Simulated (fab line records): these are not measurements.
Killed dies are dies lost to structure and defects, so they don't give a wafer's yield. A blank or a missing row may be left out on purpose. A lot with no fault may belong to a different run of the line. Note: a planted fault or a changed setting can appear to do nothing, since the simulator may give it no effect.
Which tool did it? + flow ritCmos + 14 lots with 42 wafers sampled at 2 steps, on a route of 202 steps

WHAT THE GAUGES READ, wafer by wafer
The record holds no reading of a measuring or inspecting step that can be judged against a usual standard deviation.

EACH LOT AND THE TOOL THAT RAN IT (in order: tool; ch and the chambers of the sampled wafers; start)
| lot  | RIT_CONTACT_ETCH_11              | RIT_M1_PROBE_99        |
|------|----------------------------------|------------------------|
| L565 | rieDiel-01 ch 1,2, day 3 15:29   | -                      |
| L566 | rieDiel-01 ch 0,2,3, day 3 20:46 | -                      |
| L567 | rieDiel-03 ch 0,2,3, day 4 00:38 | -                      |
| L568 | rieDiel-01 ch 0,3, day 4 03:22   | -                      |
| L569 | rieDiel-03 ch 0,1,2, day 4 09:56 | -                      |
| L570 | rieDiel-03 ch 1,2, day 4 20:41   | -                      |
| L571 | rieDiel-03 ch 0,2, day 5 04:40   | -                      |
| L572 | rieDiel-04 ch 0,1,3, day 5 04:55 | -                      |
| L574 | rieDiel-01 ch 0,1,2, day 5 16:48 | -                      |
| L581 | rieDiel-03 ch 2,3, day 7 17:05   | prober-02, day 7 22:36 |
| L583 | rieDiel-03 ch 0,3, day 7 17:31   | prober-01, day 8 00:06 |
| L584 | rieDiel-04 ch 1,2, day 8 04:26   | -                      |
| L587 | rieDiel-01 ch 0,1,2, day 8 06:10 | -                      |
| L588 | rieDiel-04 ch 0,2, day 8 08:59   | -                      |
- RIT_CONTACT_ETCH_11: etches SiO2 in CHF3/CF4/Ar, stops on TiSi2, target depth 480 nm, time 320 s.
- RIT_M1_PROBE_99

AS READ BY THE TOOLS THEMSELVES (means over the sampled wafers that have a number; for cases with no such wafer, the mark the record gives instead)
RIT_CONTACT_ETCH_11.
| lot  | tool       | chamberPressureMTorr (mTorr) | drypumpMotorCurrentA (A) | oesProductAu (a.u.) | throttleValvePct (%) |
|------|------------|------------------------------|--------------------------|---------------------|----------------------|
| L565 | rieDiel-01 | 99.92                        | 5.7                      | 0.995               | 8.74                 |
| L566 | rieDiel-01 | 99.91                        | 5.4                      | 0.995               | 8.88                 |
| L567 | rieDiel-03 | 100.04                       | 6.0                      | 0.989               | 8.93                 |
| L568 | rieDiel-01 | 99.96                        | 5.7                      | 0.999               | 9.03                 |
| L569 | rieDiel-03 | 99.95                        | 6.1                      | 0.990               | 8.81                 |
| L570 | rieDiel-03 | 100.00                       | 5.9                      | 0.992               | 8.74                 |
| L571 | rieDiel-03 | 99.97                        | 6.3                      | 0.987               | 8.87                 |
| L572 | rieDiel-04 | 99.97                        | 5.8                      | 0.978               | 8.74                 |
| L574 | rieDiel-01 | 100.01                       | 5.9                      | 0.991               | 8.90                 |
| L581 | rieDiel-03 | 99.99                        | 5.7                      | 0.979               | 9.00                 |
| L583 | rieDiel-03 | 99.95                        | 6.0                      | 0.965               | 8.89                 |
| L584 | rieDiel-04 | 99.90                        | 5.6                      | 0.993               | 8.94                 |
| L587 | rieDiel-01 | 100.05                       | 5.9                      | 0.996               | 8.89                 |
| L588 | rieDiel-04 | 100.13                       | 5.6                      | 0.989               | 8.79                 |

RIT_M1_PROBE_99.
| lot  | tool      | killedAtContacts | killedAtFrontEnd | killedDies | killedOpen | killedShort |
|------|-----------|------------------|------------------|------------|------------|-------------|
| L581 | prober-02 | 32.7             | 4.7              | 37.3       | 2.7        | 2.0         |
| L583 | prober-01 | 36.7             | 5.3              | 42.0       | 2.3        | 3.0         |

THE ANSWER, worked out from the rows above alone
Rule: the usual values come from the lots themselves. The widest of any qualifying gaps counts: lots, ordered by their means at a reading, are off when they make up no more than a third of the lots, leave a main group of 4 or more, and stand apart from it by 3 or more times the standard deviation of that group's means. A main group whose means are all the same, to the digits that the tables above print for the reading, isn't used. Also off: a lot with no number at a reading for which 4 or more lots have one. The other lots that the step has rows for count as sound. The gauges are gone through in route order, then the tools' own readings, and for those a lot's mean is taken as printed above. At the first step where some lot is off, the reading lying furthest off is the one used; lots without a number count as furthest.
Nothing can be told from this: no lot is off at any reading shown.

WHAT THE SIMULATOR HAD PUT IN
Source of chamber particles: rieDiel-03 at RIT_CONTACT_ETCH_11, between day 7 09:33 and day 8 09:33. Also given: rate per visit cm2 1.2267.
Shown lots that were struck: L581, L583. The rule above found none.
